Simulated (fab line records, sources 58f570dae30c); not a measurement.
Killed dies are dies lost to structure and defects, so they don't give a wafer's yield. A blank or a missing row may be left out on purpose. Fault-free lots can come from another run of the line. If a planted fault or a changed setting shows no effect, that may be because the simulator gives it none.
Matching of chambers + flow berkeley cmos170 + cmp-02 running UCB170_V1_CMP_02: 4 sister chambers
The step polishes SiO2. 14 wafers are shown with their chamber, then 7 later ones without.

## EACH WAFER AND ITS CHAMBER
| wafer  | chamber | motor current A (A) | platen rpm (rpm) | slurry flow ml min |
|--------|---------|---------------------|------------------|--------------------|
| L135.1 | 2       | 14.5                | 59.96            | 150.2              |
| L135.2 | 1       | 16.5                | 60.04            | 149.6              |
| L135.5 | 3       | 14.6                | 60.04            | 149.0              |
| L138.1 | 1       | 17.3                | 59.98            | 149.4              |
| L138.4 | 0       | 16.1                | 59.93            | 149.5              |
| L138.6 | 0       | 16.0                | 59.95            | 149.0              |
| L143.2 | 0       | 15.9                | 60.03            | 150.6              |
| L143.4 | 2       | 13.8                | 59.99            | 149.6              |
| L143.5 | 2       | 13.9                | 59.94            | 150.5              |
| L149.1 | 3       | 15.6                | 59.99            | 150.8              |
| L149.2 | 0       | 15.6                | 60.00            | 150.0              |
| L149.6 | 2       | 13.8                | 60.03            | 150.2              |
| L150.2 | 0       | 15.9                | 59.97            | 149.6              |
| L150.4 | 1       | 16.4                | 60.01            | 150.5              |

SIGNATURES (averages over the wafers above)
| reading            | chamber 0 | chamber 1 | chamber 2 | chamber 3 | scatter within a chamber |
|--------------------|-----------|-----------|-----------|-----------|--------------------------|
| motor current A    | 15.900    | 16.733    | 14.000    | 15.100    | 0.383                    |
| platen rpm         | 59.9760   | 60.0100   | 59.9800   | 60.0150   | 0.0374                   |
| slurry flow ml min | 149.740   | 149.833   | 150.125   | 149.900   | 0.645                    |
Rule: a wafer's distance from a chamber is the root of the sum, over the readings, of the square of ((its reading less the chamber's mean) divided by the reading's scatter). If the next closest chamber is less than 2 further off than the closest, the wafer can't be placed; otherwise it belongs to the closest. The scatter is the square root of a quotient: the sum, over the shown wafers, of each reading's squared deviation from its chamber's mean, divided by wafers minus chambers.

## WAFERS WITHOUT THEIR CHAMBER
| wafer  | motor current A (A) | platen rpm (rpm) | slurry flow ml min |
|--------|---------------------|------------------|--------------------|
| L150.6 | 13.4                | 60.03            | 150.1              |
| L154.1 | 14.4                | 59.99            | 150.3              |
| L154.3 | 16.1                | 59.99            | 150.8              |
| L154.4 | 16.1                | 59.99            | 149.7              |
| L153.1 | 15.3                | 60.00            | 149.4              |
| L153.4 | 16.5                | 59.98            | 149.9              |
| L153.5 | 15.9                | 59.96            | 149.9              |

## THE CHAMBER EACH PASSED THROUGH
| wafer  | from the rows above          | in truth |
|--------|------------------------------|----------|
| L150.6 | 2                            | 2        |
| L154.1 | can't be placed: 2 or 3      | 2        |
| L154.3 | can't be placed: 0 or 1 or 3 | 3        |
| L154.4 | can't be placed: 0 or 1      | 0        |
| L153.1 | can't be placed: 3 or 0      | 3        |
| L153.4 | can't be placed: 1 or 0      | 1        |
| L153.5 | 0                            | 0        |
Correct placement for 2 of the 7. Can't be placed from these rows: 5 (the true chamber is among the candidates in 5). 0 placed wrongly.
